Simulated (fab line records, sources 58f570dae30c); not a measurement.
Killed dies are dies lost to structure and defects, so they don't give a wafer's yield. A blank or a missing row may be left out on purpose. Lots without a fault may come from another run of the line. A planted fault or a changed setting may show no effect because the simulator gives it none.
One fault seen from 2 desks | flow berkeley_cmos170 | each desk has only its own numbers; what lay behind them comes last

THE TOOL OWNER'S DESK: rie_si-02
The tool's own readings at UCB170_GATE_ETCH_15 (etches poly-Si in HBr/Cl2, stops on SiO2, time 56.3 s, target depth 278.2 nm): means of the sampled wafers that have a number, for each lot that ran on this tool. A lot is out of limits, marked OUT, if its mean lies more than 4 standard deviations from the usual mean; the brackets give that distance.
Columns: A = HBr_flow_sccm at UCB170_GATE_ETCH_15, usual 150.0 sccm; B = drypump_motor_current_A at UCB170_GATE_ETCH_15, usual 5.7 A; C = oes_product_au at UCB170_GATE_ETCH_15, usual 0.825 a.u.; D = rf_fwd_power_W at UCB170_GATE_ETCH_15, usual 297.6 W; E = throttle_valve_pct at UCB170_GATE_ETCH_15, usual 26.5 %
lot  | first seen here | A     | B   | C     | D               | E
L863 | day 8 12:04     | 149.8 | 6.0 | 0.816 | 297.3           | 26.4
L868 | day 9 19:49     | 150.0 | 5.9 | 0.819 | 313.5 (+13) OUT | 26.4
This desk's finding: out of limits on L868; first on L868, day 9 19:49 (rf_fwd_power_W at UCB170_GATE_ETCH_15). In limits: L863.

THE METROLOGY DESK
What the gauges read, lot by lot, whatever tool the lot ran on: means of the sampled wafers that have a number. A lot is out of limits, marked OUT, if its mean lies more than 4 standard deviations from the usual mean; the brackets give that distance.
Columns: A = GATE_POLY_THK at UCB170_GATE_THK_MEAS_05, usual 213.1 nm; B = cd_nm at UCB170_GATE_CD_MEAS_12, usual 349.7 nm; C = GATE_OVL at UCB170_GATE_OVL_MEAS_13, usual -5 nm
lot  | first seen here | A     | B     | C
L860 | day 7 12:34     | 214.4 | 350.2 | -11
L863 | day 8 10:27     | 212.5 | 350.0 | -7
L868 | day 9 18:35     | 212.7 | 353.4 | -6
L869 | day 10 01:16    | 214.4 | 351.5 | -11
L873 | day 10 14:29    | 213.8 | 348.5 | -7
This desk's finding: nothing out of limits on any of the 5 lots.

PUT TOGETHER
The tool owner's desk could have raised an alarm at day 9 19:49, on L868.
The metrology desk saw nothing out of limits.
The metrology desk has L868 on record, within its limits.
Of the lots named, all ran UCB170_GATE_ETCH_15 on rie_si-02.

WHAT THE SIMULATOR HAD PUT IN
Process parameter drift: rie_si-02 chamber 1, from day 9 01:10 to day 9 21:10, at UCB170_GATE_ETCH_15. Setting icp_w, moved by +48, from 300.
Lots struck among those shown: L868.
Hours from the fault's start to each desk's first reading out of limits: the tool owner's desk, 19.
